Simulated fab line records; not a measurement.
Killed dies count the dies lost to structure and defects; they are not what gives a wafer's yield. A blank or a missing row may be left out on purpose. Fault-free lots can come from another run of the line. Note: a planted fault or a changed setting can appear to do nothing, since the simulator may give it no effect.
Which tool was responsible? | flow berkeleyCmos170 | 14 lots with 42 wafers sampled at 6 steps, on a route of 331 steps

== WHAT EACH GAUGE READ, for each wafer ==
UCB170_M1_RS_MEAS_01: measurement is done with a four-point probe. Usual: for M1_AL_RS the level is 0.0488 ohm/sq and the standard deviation is 0.0006.
lot  | measured     | on           | M1_AL_RS (ohm/sq)    | flag
L510 | day 8 10:08  | filmMetro-04 | 0.0497 0.0495 0.0496 | 
L511 | day 8 18:37  | filmMetro-01 | 0.0496 0.0495 0.0493 | 
L512 | day 8 18:47  | filmMetro-04 | 0.0481 0.0481 0.0483 | 
L513 | day 9 03:14  | filmMetro-01 | 0.0486 0.0491 0.0488 | 
L518 | day 10 04:58 | filmMetro-04 | 0.0485 0.0486 0.0484 | 
L519 | day 10 15:34 | filmMetro-04 | 0.0484 0.0482 0.0482 | 
L521 | day 11 08:53 | filmMetro-02 | 0.0479 0.0488 0.0481 | 
L523 | day 11 09:18 | filmMetro-04 | 0.0491 0.0486 0.0479 | 
L525 | day 11 19:37 | filmMetro-02 | 0.0490 0.0491 0.0488 | 
L524 | day 11 20:19 | filmMetro-02 | 0.0480 0.0473 0.0485 | 
L527 | day 12 07:36 | filmMetro-04 | 0.0493 0.0487 0.0488 | 
L528 | day 13 00:34 | filmMetro-04 | 0.0487 0.0489 0.0496 | 
L529 | day 13 02:00 | filmMetro-01 | 0.0499 0.0494 0.0492 | 
L531 | day 13 13:49 | filmMetro-01 | 0.0501 0.0493 0.0496 | 

UCB170_M1_THK_MEAS_02: measures by xrf. Usual: for M1_AL_THK the level is 590 nm and the standard deviation is 7.7.
lot  | measured     | on           | M1_AL_THK (nm) | flag
L510 | day 8 10:14  | filmMetro-04 | 581 584 579    | 
L511 | day 8 18:44  | filmMetro-01 | 578 582 582    | 
L512 | day 8 18:54  | filmMetro-04 | 599 596 597    | 
L513 | day 9 03:21  | filmMetro-01 | 596 588 596    | 
L518 | day 10 05:05 | filmMetro-04 | 591 592 591    | 
L519 | day 10 15:41 | filmMetro-04 | 591 594 595    | 
L521 | day 11 09:01 | filmMetro-02 | 604 594 601    | 
L523 | day 11 09:25 | filmMetro-04 | 583 594 597    | 
L525 | day 11 19:44 | filmMetro-02 | 592 591 591    | 
L524 | day 11 20:26 | filmMetro-02 | 606 610 592    | 
L527 | day 12 07:43 | filmMetro-04 | 580 587 585    | 
L528 | day 13 00:41 | filmMetro-04 | 590 592 577    | 
L529 | day 13 02:07 | filmMetro-01 | 579 585 585    | 
L531 | day 13 13:56 | filmMetro-01 | 578 585 580    | 

UCB170_M1_CD_MEAS_90 targets a cd of 700 nm. Usual: cdNm reads 699 nm (standard deviation 3.8).
lot  | measured     | on       | cdNm (nm)   | flag
L510 | day 8 11:35  | cdSem-01 | 691 691 700 | 
L511 | day 8 20:06  | cdSem-02 | 702 701 701 | 
L512 | day 8 20:21  | cdSem-01 | 692 699 697 | 
L513 | day 9 05:23  | cdSem-01 | 700 691 700 | 
L518 | day 10 06:43 | cdSem-02 | 702 703 701 | 
L519 | day 10 17:08 | cdSem-01 | - - -       | OFF
L521 | day 11 10:41 | cdSem-02 | - - -       | OFF
L523 | day 11 11:18 | cdSem-02 | - - -       | OFF
L525 | day 11 22:03 | cdSem-01 | 699 704 700 | 
L524 | day 11 22:55 | cdSem-02 | 695 693 700 | 
L527 | day 12 09:11 | cdSem-01 | 703 705 705 | 
L528 | day 13 02:02 | cdSem-01 | 701 697 702 | 
L529 | day 13 03:39 | cdSem-01 | 700 696 692 | 
L531 | day 13 15:24 | cdSem-01 | 705 700 704 | 

== WHICH TOOL RAN EACH LOT (tool, then ch and the chambers of the sampled wafers, then the start) ==
lot  | UCB170_M1_SPUTTER_00        | UCB170_M1_ETCH_11                 | UCB170_M1_METAL_ETCH_12
L510 | pvdSputter-04, day 8 10:02  | rieDiel-04 ch 0,1, day 8 11:16    | rieMetal-01 ch 0,1, day 8 11:22
L511 | pvdSputter-03, day 8 18:34  | rieDiel-01 ch 1,2, day 8 19:48    | rieMetal-04 ch 0,1, day 8 19:52
L512 | pvdSputter-01, day 8 18:43  | rieDiel-02 ch 0,2,3, day 8 20:05  | rieMetal-03 ch 0,1, day 8 20:07
L513 | pvdSputter-04, day 9 03:10  | rieDiel-04 ch 0,1,2, day 9 05:07  | rieMetal-01 ch 0,1, day 9 05:09
L518 | pvdSputter-01, day 10 04:54 | rieDiel-02 ch 0,3, day 10 06:18   | rieMetal-04 ch 0, day 10 06:20
L519 | pvdSputter-04, day 10 15:30 | rieDiel-04 ch 2,3, day 10 16:52   | rieMetal-01 ch 0,1, day 10 16:54
L521 | pvdSputter-03, day 11 08:50 | rieDiel-01 ch 1,2,3, day 11 10:25 | rieMetal-03 ch 0,1, day 11 10:27
L523 | pvdSputter-01, day 11 09:13 | rieDiel-02 ch 1,2,3, day 11 10:58 | rieMetal-01 ch 0,1, day 11 11:00
L525 | pvdSputter-03, day 11 19:32 | rieDiel-04 ch 0,3, day 11 21:45   | rieMetal-04 ch 0,1, day 11 21:47
L524 | pvdSputter-04, day 11 20:15 | rieDiel-01 ch 0,1, day 11 22:38   | rieMetal-03 ch 0,1, day 11 22:41
L527 | pvdSputter-03, day 12 07:32 | rieDiel-02 ch 2,3, day 12 08:54   | rieMetal-04 ch 0,1, day 12 08:56
L528 | pvdSputter-01, day 13 00:29 | rieDiel-01 ch 0,1,2, day 13 01:44 | rieMetal-04 ch 0,1, day 13 01:46
L529 | pvdSputter-03, day 13 01:56 | rieDiel-02 ch 1,2,3, day 13 03:23 | rieMetal-03 ch 0,1, day 13 03:25
L531 | pvdSputter-01, day 13 13:45 | rieDiel-04 ch 0,1,2, day 13 15:07 | rieMetal-03 ch 0,1, day 13 15:10
- UCB170_M1_SPUTTER_00: material Al, target thk 600 nm, time 80 s.
- UCB170_M1_ETCH_11: etches BARC in N2/H2.
- UCB170_M1_METAL_ETCH_12: etches Al in Cl2/BCl3, stops on PSG, target depth 780 nm, time 130 s.

== AS READ BY THE TOOLS THEMSELVES (means over the sampled wafers that have a number; for cases with no such wafer, the mark the record gives instead) ==
UCB170_M1_SPUTTER_00. Usual: throttleValvePct reads 30.0 % (standard deviation 1.2).
lot  | tool          | throttleValvePct (%) | flag
L510 | pvdSputter-04 | 30.4                 | 
L511 | pvdSputter-03 | 29.8                 | 
L512 | pvdSputter-01 | 30.2                 | 
L513 | pvdSputter-04 | 29.6                 | 
L518 | pvdSputter-01 | 30.0                 | 
L519 | pvdSputter-04 | 29.3                 | 
L521 | pvdSputter-03 | 29.8                 | 
L523 | pvdSputter-01 | 29.9                 | 
L525 | pvdSputter-03 | 29.6                 | 
L524 | pvdSputter-04 | 29.5                 | 
L527 | pvdSputter-03 | 31.4                 | 
L528 | pvdSputter-01 | 30.4                 | 
L529 | pvdSputter-03 | 30.4                 | 
L531 | pvdSputter-01 | 29.9                 | 

UCB170_M1_ETCH_11. Usual: biasW 100.04 W, standard deviation 0.29; chamberPressureMTorr 31.23 mTorr, standard deviation 0.047; drypumpMotorCurrentA 5.6 A, standard deviation 0.41; oesProductAu 0.994 a.u., standard deviation 0.025; rfFwdPowerW 494.9 W, standard deviation 2; throttleValvePct 12.94 %, standard deviation 0.16.
lot  | tool       | biasW (W) | chamberPressureMTorr (mTorr) | drypumpMotorCurrentA (A) | oesProductAu (a.u.) | rfFwdPowerW (W) | throttleValvePct (%) | flag
L510 | rieDiel-04 | 99.98     | 31.22                        | 5.9                      | 1.005               | 496.5           | 12.85                | 
L511 | rieDiel-01 | 100.34    | 31.39                        | 5.3                      | 0.983               | 494.3           | 12.77                | OFF
L512 | rieDiel-02 | 100.25    | 31.24                        | 5.4                      | 1.022               | 492.9           | 12.99                | 
L513 | rieDiel-04 | 99.78     | 31.24                        | 5.8                      | 1.002               | 498.3           | 12.89                | 
L518 | rieDiel-02 | 100.00    | 31.24                        | 5.4                      | 1.019               | 493.8           | 12.96                | 
L519 | rieDiel-04 | -         | -                            | -                        | -                   | -               | -                    | OFF
L521 | rieDiel-01 | -         | -                            | -                        | -                   | -               | -                    | OFF
L523 | rieDiel-02 | -         | -                            | -                        | -                   | -               | -                    | OFF
L525 | rieDiel-04 | 100.22    | 31.21                        | 5.7                      | 0.999               | 493.5           | 12.95                | 
L524 | rieDiel-01 | 100.05    | 31.23                        | 6.1                      | 0.955               | 492.4           | 12.92                | 
L527 | rieDiel-02 | 100.08    | 31.20                        | 5.2                      | 1.024               | 493.6           | 12.95                | 
L528 | rieDiel-01 | 99.91     | 31.22                        | 5.7                      | 0.964               | 495.3           | 12.85                | 
L529 | rieDiel-02 | 99.74     | 31.22                        | 5.4                      | 1.016               | 494.4           | 13.09                | 
L531 | rieDiel-04 | 100.32    | 31.24                        | 5.8                      | 1.002               | 496.7           | 12.90                | 

UCB170_M1_METAL_ETCH_12. Usual: for bcl3FlowSccm, 45.01 sccm with a standard deviation of 0.16; for biasW, 120.0 W with a standard deviation of 0.35; for chamberPressureMTorr, 12.001 mTorr with a standard deviation of 0.011; for drypumpMotorCurrentA, 5.6 A with a standard deviation of 0.35; for oesProductAu, 0.860 a.u. with a standard deviation of 0.0097; for rfFwdPowerW, 597.1 W with a standard deviation of 2; for throttleValvePct, 24.43 % with a standard deviation of 0.072.
lot  | tool        | bcl3FlowSccm (sccm) | biasW (W) | chamberPressureMTorr (mTorr) | drypumpMotorCurrentA (A) | oesProductAu (a.u.) | rfFwdPowerW (W) | throttleValvePct (%) | flag
L510 | rieMetal-01 | 44.89               | 119.9     | 12.006                       | 5.8                      | 0.853               | 597.6           | 24.52                | 
L511 | rieMetal-04 | 44.99               | 119.9     | 12.007                       | 5.4                      | 0.847               | 598.8           | 24.40                | 
L512 | rieMetal-03 | 44.91               | 119.6     | 12.006                       | 5.6                      | 0.869               | 595.6           | 24.46                | 
L513 | rieMetal-01 | 45.08               | 120.0     | 12.002                       | 5.8                      | 0.860               | 596.4           | 24.47                | 
L518 | rieMetal-04 | 45.08               | 119.9     | 11.991                       | 5.1                      | 0.862               | 600.6           | 24.43                | 
L519 | rieMetal-01 | 44.88               | 120.3     | 12.003                       | 5.8                      | 0.378               | 597.4           | 24.74                | OFF
L521 | rieMetal-03 | 45.15               | 120.4     | 11.998                       | 5.6                      | 0.385               | 596.3           | 24.69                | OFF
L523 | rieMetal-01 | 45.10               | 120.3     | 11.999                       | 5.8                      | 0.380               | 595.3           | 24.73                | OFF
L525 | rieMetal-04 | 45.14               | 120.0     | 12.001                       | 5.7                      | 0.854               | 597.4           | 24.38                | 
L524 | rieMetal-03 | 45.01               | 120.0     | 11.995                       | 5.5                      | 0.869               | 595.3           | 24.42                | 
L527 | rieMetal-04 | 44.81               | 119.7     | 12.009                       | 5.4                      | 0.854               | 595.9           | 24.40                | 
L528 | rieMetal-04 | 45.00               | 120.2     | 11.999                       | 5.7                      | 0.855               | 598.8           | 24.37                | 
L529 | rieMetal-03 | 45.05               | 120.1     | 12.001                       | 5.5                      | 0.853               | 596.2           | 24.44                | 
L531 | rieMetal-03 | 44.86               | 120.0     | 12.006                       | 5.6                      | 0.856               | 597.0           | 24.48                | 

== THE ANSWER, worked out from the rows above alone ==
Rule: a lot is off if the mean of its wafers that have a number lies more than 3 standard deviations from the usual mean. Also off: a lot with no number at a reading for which 4 or more lots have one. Where the step has rows for the other lots, those lots are counted as sound. The gauges are gone through in route order, then the tools' own readings, and for those a lot's mean is taken as printed above. The first step at which some lot is off is used, and at that step the reading that is off furthest; a lot without a number counts as furthest.
Off: L519, L521, L523, at UCB170_M1_CD_MEAS_90 (cdNm). Without a number there: L519, L521, L523.
A tool fits if, at a process step before that reading, it ran every lot that is off, and no sound lot after the first of them. The gauges at UCB170_M1_CD_MEAS_90 aren't tried: what is off there is off at UCB170_M1_ETCH_11 too, on other tools, and a gauge's error can't cause that. None of those tried fits.

== WHAT HAD BEEN PUT IN BY THE SIMULATOR ==
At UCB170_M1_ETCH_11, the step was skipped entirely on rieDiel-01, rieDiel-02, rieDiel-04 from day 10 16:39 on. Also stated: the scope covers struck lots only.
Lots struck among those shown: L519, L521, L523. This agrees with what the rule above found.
